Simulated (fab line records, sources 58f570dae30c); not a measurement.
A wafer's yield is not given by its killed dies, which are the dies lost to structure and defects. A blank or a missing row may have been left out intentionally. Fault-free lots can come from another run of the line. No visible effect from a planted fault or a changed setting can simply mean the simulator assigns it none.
fab line records	flow berkeley_cmos170	part 1 of 2: steps 1 to 38 of 50
[record] lots = 5	wafers = 15	last_day = 12
route steps=331 shown NWELL@32 PWELL@34 WELLDRIVE@55 ACTIVE@60 PFIELD@79
lots with no fault: from the same line, run without faults
start_h: the number of hours between the record's first day and the start of the first shown wafer of the lot	wait_h: hours elapsed since this lot's preceding step	" identical to the entry in the row above	L1.1+2: several wafers, shown together as one row	- no value, or no start was given	* or withheld: withheld	< > ~ a bound
route shown NAME@n: NAME is a module with steps in the file, n the number in the route of the first one	usual: average and standard deviation across the fault-free wafers	same: alike in all rows	chamber/n: place in a boat	sites: per-site readings	_std_site: how widely they spread, as a standard deviation	_edge_site: the outer-site mean with the inner-site mean subtracted	radius_mm: how far each site lies from the wafer's centre	mask NAME#n: copy n	behind: tool/chamber where the wafer was last shaped	hold: cause of the lot's hold/its duration in hours/its outcome	device: the transistor (n, p or np) that didn't switch	end of line: at the end of the route, the tests of the same wafers	a step given without rows: its recipe and nothing more	killed: at the first sort, the dies lost to defects and structure; wafer yield is something else	map: a wafer's dies, marking killed ones x, the rest . and places with no die _
set.NAME: setting as actually run; set.NAME@STEP: the setting as run at that earlier step	model.NAME: the simulator's own value behind a step, which no gauge read
certain route steps with their lots: each step a table, each wafer a row
services: a tool's chamber out of use, with start hour (start_h, from the record's first day; less than 0 if before it), hours out, and reason
[[steps]]
[step UCB170_NWELL_WET_ETCH_18]
[recipe] chemistry = H3PO4	target = Si3N4	temp_c = 160	time_s = 14400
lot.wafer	tool	chamber	start_h	wait_h
L078.3+4+5	wet_bench-01	1	59.32	0.3
L082.3+4+5	wet_bench-04	3	78.03	0.0
L083.1+5+6	wet_bench-02	0	84.12	0.0
L090.1+3+6	wet_bench-01	1	113.50	0.0
L092.2+3+5	wet_bench-01	2	126.39	0.0
[step UCB170_NWELL_WET_ETCH_19]
[recipe] chemistry = BOE	dilution = 5:1	target = SiO2	temp_c = 25	time_s = 22
lot.wafer	tool	chamber	start_h	wait_h
L078.3+4+5	wet_bench-04	0	63.37	0.0
L082.3+4+5	wet_bench-04	3	82.23	0.2
L083.1+5+6	wet_bench-01	2	88.13	0.0
L090.1+3+6	wet_bench-01	3	117.51	0.0
L092.2+3+5	wet_bench-04	2	130.76	0.0
[step UCB170_PWELL_CLEAN_00]
[recipe] chemistry = SPM	temp_c = 120	time_s = 600
lot.wafer	tool	chamber	start_h	wait_h
L078.3+4+5	wet_bench-04	2	63.41	0.0
L082.3+4+5	wet_bench-02	0	83.12	0.9
L083.1+5+6	wet_bench-04	0	88.15	0.0
L090.1+3+6	wet_bench-01	0	117.52	0.0
L092.2+3+5	wet_bench-01	0	130.78	0.0
[step UCB170_PWELL_CLEAN_01]
[recipe] chemistry = dHF	dilution = 25:1	time_s = 60
lot.wafer	tool	chamber	start_h	wait_h
L078.3+4+5	wet_bench-01	1	63.67	0.1
L082.3+4+5	wet_bench-02	1	83.47	0.2
L083.1+5+6	wet_bench-02	0	88.32	0.0
L090.1+3+6	wet_bench-01	3	117.70	0.0
L092.2+3+5	wet_bench-02	1	130.95	0.0
[step UCB170_PWELL_OXIDATION_02]
[recipe] temp_c = 1000	ambient = O2	target_thk_a = 264	ox_time_s = 1281
lot.wafer	tool	chamber	start_h	wait_h
L078.3+4+5	furnace-02	0	67.31	3.6
L082.3+4+5	furnace-01	0	87.09	3.6
L083.1+5+6	furnace-02	0	91.69	3.3
L090.1+3+6	furnace-02	0	120.90	3.2
L092.2+3+5	furnace-01	0	135.34	4.4
[step UCB170_PWELL_THK_MEAS_03]
[recipe] reads = SiO2_of_PWELL_OXIDATION_02
[usual] PWELL_OXIDE_THK = 26.6/0.45
lot.wafer	tool	chamber	start_h	wait_h	PWELL_OXIDE_THK[nm]
L078.3	film_metro-01	-	68.68	0.0	26.7
L078.4	"	-	"	"	27.3
L078.5	"	-	"	"	26.8
L082.3	film_metro-03	-	88.46	0.0	26.4
L082.4	"	-	"	"	26.1
L082.5	"	-	"	"	25.9
L083.1	film_metro-04	-	93.04	0.0	26.4
L083.5	"	-	"	"	26.0
L083.6	"	-	"	"	26.3
L090.1	film_metro-03	-	122.25	0.0	26.6
L090.3	"	-	"	"	26.6
L090.6	"	-	"	"	26.6
L092.2	film_metro-01	-	136.70	0.0	25.8
L092.3	"	-	"	"	26.0
L092.5	"	-	"	"	26.2
[step UCB170_PWELL_ANNEAL_04]
[recipe] temp_c = 1000	time_s = 900	ambient = N2
lot.wafer	tool	chamber	start_h	wait_h
L078.3+4+5	furnace-02	0	73.51	4.8
L082.3+4+5	furnace-04	0	93.00	4.5
L083.1+5+6	furnace-04	0	97.25	4.2
L090.1+3+6	furnace-01	0	126.08	3.8
L092.2+3+5	furnace-02	0	141.03	4.3
[step UCB170_PWELL_CVD_05]
[recipe] material = Si3N4	target_thk_nm = 220	temp_c = 800	precursor = SiH2Cl2/NH3	time_s = 3300	pressure_mtorr = 208.3	sih2cl2_flow_sccm = 25	nh3_flow_sccm = 75
lot.wafer	tool	chamber	start_h	wait_h
L078.3+4+5	lpcvd-01	1	76.18	1.4
L082.3+4+5	lpcvd-02	1	94.25	0.0
L083.1+5+6	lpcvd-02	1	99.48	1.0
L090.1+3+6	lpcvd-01	1	127.33	0.0
L092.2+3+5	lpcvd-02	0	142.28	0.0
[step UCB170_PWELL_THK_MEAS_06]
[recipe] reads = Si3N4_of_PWELL_CVD_05
[usual] PWELL_NITRIDE_THK = 221.8/2.1
lot.wafer	tool	chamber	start_h	wait_h	PWELL_NITRIDE_THK[nm]
L078.3	film_metro-01	-	79.08	0.0	226.0
L078.4	"	-	"	"	222.3
L078.5	"	-	"	"	224.0
L082.3	film_metro-01	-	96.18	0.0	221.0
L082.4	"	-	"	"	223.5
L082.5	"	-	"	"	223.1
L083.1	film_metro-04	-	101.40	0.0	223.0
L083.5	"	-	"	"	222.1
L083.6	"	-	"	"	220.8
L090.1	film_metro-03	-	130.20	0.0	221.6
L090.3	"	-	"	"	220.7
L090.6	"	-	"	"	221.4
L092.2	film_metro-04	-	144.20	0.0	220.0
L092.3	"	-	"	"	218.5
L092.5	"	-	"	"	220.2
[step UCB170_PWELL_HMDS_07]
[recipe] prime_time_s = 60	prime_temp_c = 100
lot.wafer	tool	chamber	start_h	wait_h
L078.3+4+5	litho_track-02	0	79.56	0.5
L082.3+4+5	litho_track-03	0	96.39	0.2
L083.1+5+6	litho_track-03	0	101.80	0.4
L090.1+3+6	litho_track-03	0	130.86	0.7
L092.2+3+5	litho_track-03	0	144.31	0.1
[step UCB170_PWELL_COAT_08]
[recipe] resist = KrF	spin_rpm = 1500	resist_thk_nm = 900
lot.wafer	tool	chamber	start_h	wait_h
L078.3+4+5	litho_track-02	0	79.71	0.1
L082.3+4+5	litho_track-03	0	96.54	0.1
L083.1+5+6	litho_track-03	0	101.95	0.1
L090.1+3+6	litho_track-03	0	131.01	0.1
L092.2+3+5	litho_track-03	0	144.46	0.1
[step UCB170_PWELL_SOFTBAKE_09]
[recipe] resist = KrF	temp_c = 130	time_s = 60
lot.wafer	tool	chamber	start_h	wait_h
L078.3+4+5	litho_track-02	0	79.86	0.1
L082.3+4+5	litho_track-03	0	96.69	0.1
L083.1+5+6	litho_track-03	0	102.10	0.1
L090.1+3+6	litho_track-03	0	131.16	0.1
L092.2+3+5	litho_track-03	0	144.61	0.1
[step UCB170_PWELL_EXPOSE_10]
[recipe] mask_id = PWELL	target_cd_nm = 3000	na = 0.5	sigma_outer = 0.6	source_shape = conventional	dose_mj = 19
lot.wafer	tool	chamber	start_h	wait_h	mask
L078.3+4+5	krf_scanner-01	0	80.17	0.3	PWELL#0
L082.3+4+5	krf_scanner-01	0	96.83	0.1	PWELL#0
L083.1+5+6	krf_scanner-02	0	102.25	0.1	PWELL#0
L090.1+3+6	krf_scanner-02	0	131.53	0.3	PWELL#0
L092.2+3+5	krf_scanner-01	0	144.96	0.3	PWELL#0
[step UCB170_PWELL_PEB_11]
[recipe] peb_temp_c = 130	peb_time_s = withheld	resist = KrF
lot.wafer	tool	chamber	start_h	wait_h
L078.3+4+5	litho_track-02	0	80.33	0.1
L082.3+4+5	litho_track-02	0	96.95	0.1
L083.1+5+6	litho_track-02	0	103.16	0.9
L090.1+3+6	litho_track-03	0	131.86	0.3
L092.2+3+5	litho_track-03	0	145.12	0.1
[step UCB170_PWELL_DEVELOP_12]
[recipe] developer = TMAH	develop_time_s = 45	resist = KrF	dev_temp_c = 21
lot.wafer	tool	chamber	start_h	wait_h
L078.3+4+5	litho_track-02	0	-	-
L082.3+4+5	litho_track-02	0	-	-
L083.1+5+6	litho_track-02	0	-	-
L090.1+3+6	litho_track-03	0	-	-
L092.2+3+5	litho_track-03	0	-	-
[step UCB170_PWELL_OVL_MEAS_13]
[usual] PWELL_OVL = 2/6.1
lot.wafer	tool	chamber	start_h	wait_h	PWELL_OVL[nm]
L078.3	overlay-01	-	80.57	-	2
L078.4	"	-	"	"	11
L078.5	"	-	"	"	4
L082.3	overlay-02	-	97.19	-	-1
L082.4	"	-	"	"	2
L082.5	"	-	"	"	-5
L083.1	overlay-02	-	103.43	-	2
L083.5	"	-	"	"	2
L083.6	"	-	"	"	6
L090.1	overlay-01	-	132.14	-	4
L090.3	"	-	"	"	5
L090.6	"	-	"	"	5
L092.2	overlay-02	-	145.37	-	14
L092.3	"	-	"	"	13
L092.5	"	-	"	"	5
[step UCB170_PWELL_ETCH_14]
[recipe] chemistry = CH3F/Ar/O2	target = Si3N4	stop_on = SiO2	CH3F_flow_sccm = 20	Ar_flow_sccm = 50	O2_flow_sccm = 7	pressure_mtorr = 50	rf_w = 450	target_depth_a = 2420	over_etch_frac = 0.1	time_s = 151
[usual] drypump_motor_current_A = 5.7/0.4	oes_product_au = 0.948/0.014	rf_fwd_power_W = 448.1/1.5	throttle_valve_pct = 8.05/0.16
lot.wafer	tool	chamber	start_h	wait_h	drypump_motor_current_A	oes_product_au	rf_fwd_power_W	rf_hours_counter_h	throttle_valve_pct
L078.3	rie_diel-02	2	80.59	0.0	6.0	0.963	448.2	119	8.30
L078.4	"	0	"	"	5.7	0.949	447.6	56	7.85
L078.5	"	3	"	"	6.0	0.944	448.4	-	7.99
L082.3	rie_diel-02	2	97.22	0.0	6.0	0.955	446.1	120	8.30
L082.4	"	2	"	"	6.0	0.961	447.0	-	8.29
L082.5	"	3	"	"	6.0	0.937	447.4	-	7.98
L083.1	rie_diel-02	3	103.47	0.0	6.0	0.934	448.6	81	7.98
L083.5	"	0	"	"	5.7	0.945	445.4	-	7.86
L083.6	"	2	"	"	5.9	0.951	447.7	-	8.29
L090.1	rie_diel-03	3	132.17	0.0	5.9	0.944	449.5	137	7.87
L090.3	"	0	"	"	4.7	0.958	448.3	138	7.94
L090.6	"	3	"	"	5.9	0.940	450.0	-	7.88
L092.2	rie_diel-01	3	145.40	0.0	5.9	0.955	448.4	59	8.05
L092.3	"	2	"	"	6.1	0.917	447.3	56	7.91
L092.5	"	3	"	"	5.9	0.960	448.7	-	8.03
[step UCB170_PWELL_IMPLANT_15]
[recipe] species = B	dose_cm2 = 5e+12	energy_kev = 60	tilt_deg = 7
lot.wafer	tool	chamber	start_h	wait_h
L078.3+4+5	implanter-04	0	80.74	0.1
L082.3+4+5	implanter-02	0	97.37	0.1
L083.1+5+6	implanter-02	0	103.57	0.1
L090.1+3+6	implanter-04	0	132.27	0.1
L092.2+3+5	implanter-02	0	145.53	0.1
[step UCB170_PWELL_STRIP_16]
[recipe] chemistry = O2	power_w = 400	pressure_mtorr = 3500	platen_temp_c = withheld	o2_flow_sccm = 400	overash_fraction = 0.5
[usual] drypump_motor_current_A = 5.79/0.25	o2_flow_sccm = 400.0/1.1	oes_product_au = 0.721/0.0044	strip_time_to_endpoint_s = 18.07/0.097
lot.wafer	tool	chamber	start_h	wait_h	drypump_motor_current_A	o2_flow_sccm	oes_product_au	rf_hours_counter_h	strip_time_to_endpoint_s
L078.3	plasma_asher-04	1	80.88	0.1	5.93	400.3	0.724	-	18.06
L078.4	"	0	"	"	5.48	401.0	0.722	-	18.28
L078.5	"	0	"	"	5.52	399.9	0.728	-	18.18
L082.3	plasma_asher-04	0	97.50	0.1	5.48	400.5	0.715	-	18.03
L082.4	"	1	"	"	5.92	400.4	0.721	-	18.12
L082.5	"	0	"	"	5.48	400.4	0.722	-	18.10
L083.1	plasma_asher-03	1	103.72	0.1	5.74	398.5	0.716	37	18.08
L083.5	"	1	"	"	5.75	399.1	0.719	-	18.00
L083.6	"	0	"	"	5.88	399.0	0.721	-	17.96
L090.1	plasma_asher-04	0	132.42	0.1	5.49	400.5	0.718	30	18.10
L090.3	"	0	"	"	5.50	399.2	0.719	-	18.15
L090.6	"	1	"	"	5.93	399.4	0.716	-	18.10
L092.2	plasma_asher-01	0	145.66	0.1	5.44	399.8	0.723	3	17.91
L092.3	"	1	"	"	6.24	400.2	0.726	-	18.09
L092.5	"	0	"	"	5.45	401.9	0.724	-	17.92
[step UCB170_PWELL_TW_MEAS_17]
[usual] PWELL_TW = 381.3/2.3
lot.wafer	tool	chamber	start_h	wait_h	PWELL_TW
L078.3	film_metro-01	-	80.96	0.1	383.6
L078.4	"	-	"	"	384.7
L078.5	"	-	"	"	385.2
L082.3	film_metro-01	-	97.62	0.1	378.4
L082.4	"	-	"	"	378.3
L082.5	"	-	"	"	380.9
L083.1	film_metro-01	-	103.82	0.1	377.4
L083.5	"	-	"	"	377.4
L083.6	"	-	"	"	378.4
L090.1	film_metro-04	-	132.52	0.1	379.3
L090.3	"	-	"	"	377.9
L090.6	"	-	"	"	380.7
L092.2	film_metro-01	-	145.77	0.1	386.4
L092.3	"	-	"	"	383.6
L092.5	"	-	"	"	384.0
[step UCB170_PWELL_CLEAN_18]
[recipe] chemistry = SPM	temp_c = 120	time_s = 600
lot.wafer	tool	chamber	start_h	wait_h
L078.3+4+5	wet_bench-04	1	82.04	1.1
L082.3+4+5	wet_bench-02	3	100.42	2.8
L083.1+5+6	wet_bench-04	3	103.88	0.1
L090.1+3+6	wet_bench-02	0	132.58	0.1
L092.2+3+5	wet_bench-01	3	145.99	0.2
[step UCB170_PWELL_WET_ETCH_19]
[recipe] chemistry = H3PO4	target = Si3N4	temp_c = 160	time_s = 14400
lot.wafer	tool	chamber	start_h	wait_h
L078.3+4+5	wet_bench-04	0	82.25	0.0
L082.3+4+5	wet_bench-02	1	100.81	0.2
L083.1+5+6	wet_bench-01	3	104.07	0.0
L090.1+3+6	wet_bench-02	0	132.77	0.0
L092.2+3+5	wet_bench-02	3	146.17	0.0
[step UCB170_PWELL_WET_ETCH_20]
[recipe] chemistry = BOE	dilution = 5:1	target = SiO2	temp_c = 25	time_s = 22
lot.wafer	tool	chamber	start_h	wait_h
L078.3+4+5	wet_bench-01	2	86.62	0.0
L082.3+4+5	wet_bench-04	0	104.82	0.0
L083.1+5+6	wet_bench-02	3	108.08	0.0
L090.1+3+6	wet_bench-01	0	137.15	0.0
L092.2+3+5	wet_bench-04	1	150.17	0.0
[step UCB170_WELLDRIVE_CLEAN_00]
[recipe] chemistry = SPM	temp_c = 120	time_s = 600
lot.wafer	tool	chamber	start_h	wait_h
L078.3+4+5	wet_bench-04	3	86.63	0.0
L082.3+4+5	wet_bench-02	2	104.83	0.0
L083.1+5+6	wet_bench-04	1	108.09	0.0
L090.1+3+6	wet_bench-02	3	137.16	0.0
L092.2+3+5	wet_bench-01	3	150.19	0.0
[step UCB170_WELLDRIVE_OXIDATION_01]
[recipe] temp_c = 1100	ambient = O2	target_thk_a = 1990	ox_time_s = 9000
lot.wafer	tool	chamber	start_h	wait_h
L078.3+4+5	furnace-01	0	89.94	3.1
L082.3+4+5	furnace-04	0	110.35	5.3
L083.1+5+6	furnace-04	0	110.35	2.1
L090.1+3+6	furnace-01	0	140.94	3.6
L092.2+3+5	furnace-02	0	153.48	3.1
[step UCB170_WELLDRIVE_THK_MEAS_02]
[recipe] reads = SiO2_of_WELLDRIVE_OXIDATION_01
[usual] WELLDRIVE_OXIDE_THK = 200/3.7
lot.wafer	tool	chamber	start_h	wait_h	WELLDRIVE_OXIDE_THK[nm]
L078.3	film_metro-04	-	93.52	0.1	190
L078.4	"	-	"	"	191
L078.5	"	-	"	"	190
L083.1	film_metro-02	-	113.85	0.0	202
L083.5	"	-	"	"	205
L083.6	"	-	"	"	201
L082.3	film_metro-04	-	113.87	0.0	198
L082.4	"	-	"	"	197
L082.5	"	-	"	"	195
L090.1	film_metro-03	-	144.44	0.0	203
L090.3	"	-	"	"	197
L090.6	"	-	"	"	197
L092.2	film_metro-02	-	156.99	0.0	202
L092.3	"	-	"	"	202
L092.5	"	-	"	"	201
[step UCB170_WELLDRIVE_ANNEAL_03]
[recipe] temp_c = 1094	time_s = 900	ambient = N2
lot.wafer	tool	chamber	start_h	wait_h
L078.3+4+5	furnace-01	0	97.44	3.9
L082.3+4+5	furnace-02	0	116.80	2.9
L083.1+5+6	furnace-02	0	116.80	2.9
L090.1+3+6	furnace-01	0	148.53	4.1
L092.2+3+5	furnace-01	0	159.98	3.0
[step UCB170_WELLDRIVE_WET_ETCH_04]
[recipe] chemistry = BOE	dilution = 5:1	target = SiO2	temp_c = 25	time_s = 120
lot.wafer	tool	chamber	start_h	wait_h
L078.3+4+5	wet_bench-02	2	100.59	1.9
L082.3+4+5	wet_bench-01	3	118.10	0.1
L083.1+5+6	wet_bench-01	0	118.10	0.1
L090.1+3+6	wet_bench-04	0	149.90	0.1
L092.2+3+5	wet_bench-01	2	161.24	0.0
[step UCB170_ACTIVE_CLEAN_00]
[recipe] chemistry = SPM	temp_c = 120	time_s = 600
lot.wafer	tool	chamber	start_h	wait_h
L078.3+4+5	wet_bench-04	2	100.81	0.2
L082.3+4+5	wet_bench-01	3	118.14	0.0
L083.1+5+6	wet_bench-01	2	118.14	0.0
L090.1+3+6	wet_bench-01	1	149.94	0.0
L092.2+3+5	wet_bench-01	0	161.34	0.1
[step UCB170_ACTIVE_CLEAN_01]
[recipe] chemistry = dHF	dilution = 25:1	time_s = 60
lot.wafer	tool	chamber	start_h	wait_h
L078.3+4+5	wet_bench-01	2	101.12	0.1
L082.3+4+5	wet_bench-01	3	118.32	0.0
L083.1+5+6	wet_bench-01	3	118.32	0.0
L090.1+3+6	wet_bench-04	1	150.12	0.0
L092.2+3+5	wet_bench-01	2	161.52	0.0
[step UCB170_ACTIVE_OXIDATION_02]
[recipe] temp_c = 1000	ambient = O2	target_thk_a = 264	ox_time_s = 1260
lot.wafer	tool	chamber	start_h	wait_h
L078.3+4+5	furnace-04	0	106.50	5.4
L082.3+4+5	furnace-04	0	121.30	3.0
L083.1+5+6	furnace-04	0	121.30	3.0
L090.1+3+6	furnace-01	0	154.11	4.0
L092.2+3+5	furnace-04	0	166.12	4.6
[step UCB170_ACTIVE_THK_MEAS_03]
[recipe] reads = SiO2_of_ACTIVE_OXIDATION_02
[usual] ACTIVE_OXIDE_THK = 26.5/0.47
lot.wafer	tool	chamber	start_h	wait_h	ACTIVE_OXIDE_THK[nm]
L078.3	film_metro-03	-	107.87	0.0	27.0
L078.4	"	-	"	"	27.3
L078.5	"	-	"	"	27.1
L083.1	film_metro-01	-	122.65	0.0	26.1
L083.5	"	-	"	"	26.5
L083.6	"	-	"	"	26.5
L082.3	film_metro-02	-	122.67	0.0	26.7
L082.4	"	-	"	"	26.1
L082.5	"	-	"	"	26.0
L090.1	film_metro-01	-	155.46	0.0	26.0
L090.3	"	-	"	"	25.8
L090.6	"	-	"	"	26.0
L092.2	film_metro-03	-	167.48	0.0	26.3
L092.3	"	-	"	"	26.0
L092.5	"	-	"	"	26.1
[step UCB170_ACTIVE_ANNEAL_04]
[recipe] temp_c = 1000	time_s = 900	ambient = N2
lot.wafer	tool	chamber	start_h	wait_h
L078.3+4+5	furnace-02	0	112.96	5.1
L082.3+4+5	furnace-02	0	126.75	4.1
L083.1+5+6	furnace-02	0	126.75	4.1
L090.1+3+6	furnace-04	0	159.54	4.1
L092.2+3+5	furnace-02	0	171.91	4.4
[step UCB170_ACTIVE_CVD_05]
[recipe] material = Si3N4	target_thk_nm = 220	temp_c = 800	precursor = SiH2Cl2/NH3	time_s = 3300	pressure_mtorr = 200	sih2cl2_flow_sccm = 25	nh3_flow_sccm = 75
lot.wafer	tool	chamber	start_h	wait_h
L078.3+4+5	lpcvd-01	0	114.21	0.0
L082.3+4+5	lpcvd-02	0	128.00	0.0
L083.1+5+6	lpcvd-02	1	128.00	0.0
L090.1+3+6	lpcvd-01	0	162.41	1.6
L092.2+3+5	lpcvd-02	1	173.16	0.0
[step UCB170_ACTIVE_THK_MEAS_06]
[recipe] reads = Si3N4_of_ACTIVE_CVD_05
[usual] ACTIVE_NITRIDE_THK = 219.1/2.2
lot.wafer	tool	chamber	start_h	wait_h	ACTIVE_NITRIDE_THK[nm]
L078.3	film_metro-02	-	117.17	0.1	215.9
L078.4	"	-	"	"	216.7
L078.5	"	-	"	"	217.2
L083.1	film_metro-03	-	129.91	0.0	218.1
L083.5	"	-	"	"	218.8
L083.6	"	-	"	"	218.3
L082.3	film_metro-01	-	129.93	0.0	217.5
L082.4	"	-	"	"	217.6
L082.5	"	-	"	"	216.7
L090.1	film_metro-01	-	165.29	0.0	218.1
L090.3	"	-	"	"	218.6
L090.6	"	-	"	"	217.7
L092.2	film_metro-01	-	175.09	0.0	217.6
L092.3	"	-	"	"	218.4
L092.5	"	-	"	"	220.2
[step UCB170_ACTIVE_HMDS_07]
[recipe] prime_time_s = 60	prime_temp_c = 100
lot.wafer	tool	chamber	start_h	wait_h
L078.3+4+5	litho_track-02	0	117.27	0.1
L083.1+5+6	litho_track-04	0	130.26	0.3
L082.3+4+5	litho_track-02	0	130.50	0.6
L090.1+3+6	litho_track-01	0	165.71	0.4
L092.2+3+5	litho_track-02	0	175.16	0.1
[step UCB170_ACTIVE_COAT_08]
[recipe] resist = KrF	spin_rpm = 1500	resist_thk_nm = 900
lot.wafer	tool	chamber	start_h	wait_h
L078.3+4+5	litho_track-02	0	117.42	0.1
L083.1+5+6	litho_track-04	0	130.41	0.1
L082.3+4+5	litho_track-02	0	130.65	0.1
L090.1+3+6	litho_track-01	0	165.86	0.1
L092.2+3+5	litho_track-02	0	175.31	0.1
[step UCB170_ACTIVE_SOFTBAKE_09]
[recipe] resist = KrF	temp_c = 130	time_s = 60
lot.wafer	tool	chamber	start_h	wait_h
L078.3+4+5	litho_track-02	0	117.57	0.1
L083.1+5+6	litho_track-04	0	130.56	0.1
L082.3+4+5	litho_track-02	0	130.80	0.1
L090.1+3+6	litho_track-01	0	166.01	0.1
L092.2+3+5	litho_track-02	0	175.46	0.1
